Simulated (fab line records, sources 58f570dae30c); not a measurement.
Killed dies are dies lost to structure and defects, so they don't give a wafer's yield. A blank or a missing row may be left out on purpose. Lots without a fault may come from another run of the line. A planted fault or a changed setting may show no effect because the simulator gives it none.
Which tool did it? | flow berkeley_cmos170 | 14 lots, 42 wafers sampled, at 5 steps of a route of 331

WHAT THE GAUGES READ, wafer by wafer
UCB170_NSD_OVL_MEAS_07.
lot  | measured     | on         | NSD_OVL (nm)
L469 | day 7 08:31  | overlay-02 | 10 1 11
L470 | day 8 12:58  | overlay-02 | 5 -1 7
L472 | day 8 13:12  | overlay-02 | 5 2 3
L473 | day 9 06:40  | overlay-01 | 2 1 -4
L475 | day 9 06:47  | overlay-02 | -2 -3 -5
L474 | day 9 07:28  | overlay-02 | 4 10 8
L477 | day 9 23:11  | overlay-02 | 2 -1 6
L478 | day 10 08:33 | overlay-01 | 18 11 11
L484 | day 11 04:11 | overlay-01 | 0 -11 0
L488 | day 12 07:16 | overlay-02 | 3 6 6
L486 | day 12 07:16 | overlay-01 | -3 -11 1
L489 | day 12 07:23 | overlay-02 | -1 9 3
L490 | day 12 08:05 | overlay-01 | 0 -2 4
L492 | day 12 10:15 | overlay-02 | -2 5 3

UCB170_SILICIDE_THK_MEAS_03: measures by xrf.
lot  | measured     | on            | SILICIDE_TI_THK (nm)
L469 | day 7 10:58  | film_metro-04 | 30.0 30.1 29.7
L470 | day 8 15:15  | film_metro-01 | 30.0 30.1 30.3
L472 | day 8 15:36  | film_metro-01 | 30.0 29.7 29.7
L473 | day 9 10:19  | film_metro-03 | 30.1 30.4 30.3
L475 | day 9 10:17  | film_metro-01 | 29.9 30.1 29.5
L474 | day 9 10:55  | film_metro-04 | 30.1 29.2 30.1
L477 | day 10 01:58 | film_metro-03 | 30.5 30.6 30.0
L478 | day 10 10:38 | film_metro-01 | 29.3 29.2 29.8
L484 | day 11 06:31 | film_metro-01 | 29.3 29.4 29.7
L488 | day 12 10:05 | film_metro-01 | 29.4 29.2 29.4
L486 | day 12 09:48 | film_metro-01 | 29.3 29.7 29.7
L489 | day 12 09:32 | film_metro-04 | 30.2 30.0 30.0
L490 | day 12 10:34 | film_metro-04 | 29.8 29.9 29.8
L492 | day 12 12:30 | film_metro-01 | 30.0 29.6 29.8

UCB170_CONTACT_CD_MEAS_90: target cd 700 nm.
lot  | measured     | on        | cd_nm (nm)
L469 | day 7 16:21  | cd_sem-02 | 702.6 700.5 701.4
L470 | day 8 19:37  | cd_sem-01 | 701.2 703.1 700.5
L472 | day 8 21:31  | cd_sem-01 | 699.8 702.1 698.7
L473 | day 9 16:26  | cd_sem-02 | 698.0 697.3 697.8
L475 | day 9 17:25  | cd_sem-02 | 700.8 700.3 698.1
L474 | day 9 18:53  | cd_sem-02 | - - -
L477 | day 10 06:14 | cd_sem-01 | - - -
L478 | day 10 15:47 | cd_sem-02 | 699.4 700.9 698.8
L484 | day 11 13:45 | cd_sem-02 | 698.6 701.2 700.4
L488 | day 12 18:27 | cd_sem-02 | 701.3 699.5 697.2
L486 | day 12 18:10 | cd_sem-02 | 700.8 700.3 700.2
L489 | day 12 14:05 | cd_sem-02 | 699.3 698.0 698.9
L490 | day 12 18:16 | cd_sem-01 | 699.4 700.4 698.4
L492 | day 12 19:07 | cd_sem-01 | 702.3 700.2 702.0

WHICH TOOL RAN EACH LOT (tool, then ch and the chambers of the sampled wafers, then the start)
lot  | UCB170_SDANNEAL_RTA_00           | UCB170_CONTACT_CVD_01
L469 | rtp_anneal-01 ch 0, day 7 10:08  | lpcvd-01 ch 0, day 7 12:07
L470 | rtp_anneal-01 ch 0, day 8 14:25  | lpcvd-01 ch 0, day 8 15:38
L472 | rtp_anneal-01 ch 0, day 8 14:47  | lpcvd-01 ch 1, day 8 17:25
L473 | rtp_anneal-02 ch 0, day 9 09:29  | lpcvd-02 ch 0, day 9 11:09
L475 | rtp_anneal-01 ch 0, day 9 09:28  | lpcvd-02 ch 1, day 9 11:09
L474 | rtp_anneal-02 ch 0, day 9 10:06  | lpcvd-02 ch 1, day 9 12:56
L477 | rtp_anneal-02 ch 0, day 10 01:06 | lpcvd-01 ch 1, day 10 02:17
L478 | rtp_anneal-01 ch 0, day 10 09:49 | lpcvd-01 ch 0, day 10 10:56
L484 | rtp_anneal-01 ch 0, day 11 05:40 | lpcvd-01 ch 0, day 11 08:18
L488 | rtp_anneal-02 ch 0, day 12 09:16 | lpcvd-01 ch 0, day 12 12:20
L486 | rtp_anneal-01 ch 0, day 12 08:59 | lpcvd-01 ch 0, day 12 12:20
L489 | rtp_anneal-02 ch 0, day 12 08:42 | lpcvd-01 ch 0, day 12 10:03
L490 | rtp_anneal-02 ch 0, day 12 09:44 | lpcvd-01 ch 0, day 12 12:20
L492 | rtp_anneal-02 ch 0, day 12 11:41 | lpcvd-02 ch 0, day 12 14:50
- UCB170_SDANNEAL_RTA_00: time 10 s.
- UCB170_CONTACT_CVD_01: deposits PSG from SiH4/O2/PH3, target thk 700 nm, time 2820 s.

WHAT THE TOOLS THEMSELVES READ (means of the sampled wafers that have a number; where no wafer has one, the mark that the record gives instead)
UCB170_SDANNEAL_RTA_00.
lot  | tool          | lamp_power_pct (%) | wafer_temp_C_max
L469 | rtp_anneal-01 | 25.82              | 903.1
L470 | rtp_anneal-01 | 25.83              | 903.8
L472 | rtp_anneal-01 | 25.84              | 903.4
L473 | rtp_anneal-02 | 26.07              | 905.4
L475 | rtp_anneal-01 | 25.82              | 902.7
L474 | rtp_anneal-02 | 26.07              | 905.0
L477 | rtp_anneal-02 | 26.07              | 907.3
L478 | rtp_anneal-01 | 25.85              | 903.1
L484 | rtp_anneal-01 | 25.85              | 903.4
L488 | rtp_anneal-02 | 26.07              | 905.8
L486 | rtp_anneal-01 | 25.85              | 903.9
L489 | rtp_anneal-02 | 26.07              | 907.2
L490 | rtp_anneal-02 | 26.06              | 906.2
L492 | rtp_anneal-02 | 26.05              | 905.5

UCB170_CONTACT_CVD_01.
lot  | tool     | o2_flow_sccm (sccm) | ph3_flow_sccm (sccm) | pressure_mtorr (mTorr) | spike_tc_centre_C (C) | zone_power_centre_pct (%)
L469 | lpcvd-01 | 90.29               | 24.96                | 300.1                  | 454.6                 | 20.0
L470 | lpcvd-01 | 90.14               | 24.96                | 299.3                  | 454.4                 | 20.1
L472 | lpcvd-01 | 90.05               | 24.96                | 299.7                  | 451.6                 | 19.5
L473 | lpcvd-02 | 89.87               | 24.94                | 300.4                  | 454.1                 | 19.3
L475 | lpcvd-02 | 89.85               | 25.11                | 299.8                  | 453.5                 | 17.6
L474 | lpcvd-02 | -                   | -                    | -                      | -                     | -
L477 | lpcvd-01 | -                   | -                    | -                      | -                     | -
L478 | lpcvd-01 | 89.46               | 24.94                | 299.6                  | 455.0                 | 20.2
L484 | lpcvd-01 | 90.41               | 25.08                | 299.9                  | 453.8                 | 20.2
L488 | lpcvd-01 | 89.80               | 24.97                | 300.2                  | 454.8                 | 20.1
L486 | lpcvd-01 | 89.88               | 24.95                | 300.1                  | 454.9                 | 20.2
L489 | lpcvd-01 | 90.14               | 24.92                | 300.5                  | 453.9                 | 20.1
L490 | lpcvd-01 | 89.74               | 24.94                | 300.3                  | 454.2                 | 20.1
L492 | lpcvd-02 | 90.01               | 25.10                | 299.8                  | 451.9                 | 19.3

THE ANSWER, worked out from the rows above alone
Rule: what is usual is taken from the lots themselves. Put in order of their means at a reading, lots are off if they are a third of the lots or fewer, leave a main group of 4 or more, and stand apart from it by a gap of 3 or more times the standard deviation of the main group's means; of several such gaps the widest counts. A main group whose means are all the same, to the digits that the tables above print for the reading, isn't used. A lot without any number at a reading at which 4 lots or more have one is off too. The other lots that the step has rows for count as sound. The gauges are gone through in route order, then the tools' own readings, and for those a lot's mean is taken as printed above. The first step at which some lot is off is used, and at that step the reading that is off furthest; a lot without a number counts as furthest.
Off: L474, L477, at UCB170_CONTACT_CD_MEAS_90 (cd_nm). Without a number there: L474, L477. The main group: mean 700.0 nm, standard deviation 1.1.
A tool fits if, at a process step before that reading, it ran every lot that is off, and no sound lot after the first of them. The gauges at UCB170_CONTACT_CD_MEAS_90 aren't tried: what is off there is off at UCB170_CONTACT_CVD_01 too, on other tools, and a gauge's error can't cause that. None of those tried fits.

WHAT THE SIMULATOR HAD PUT IN
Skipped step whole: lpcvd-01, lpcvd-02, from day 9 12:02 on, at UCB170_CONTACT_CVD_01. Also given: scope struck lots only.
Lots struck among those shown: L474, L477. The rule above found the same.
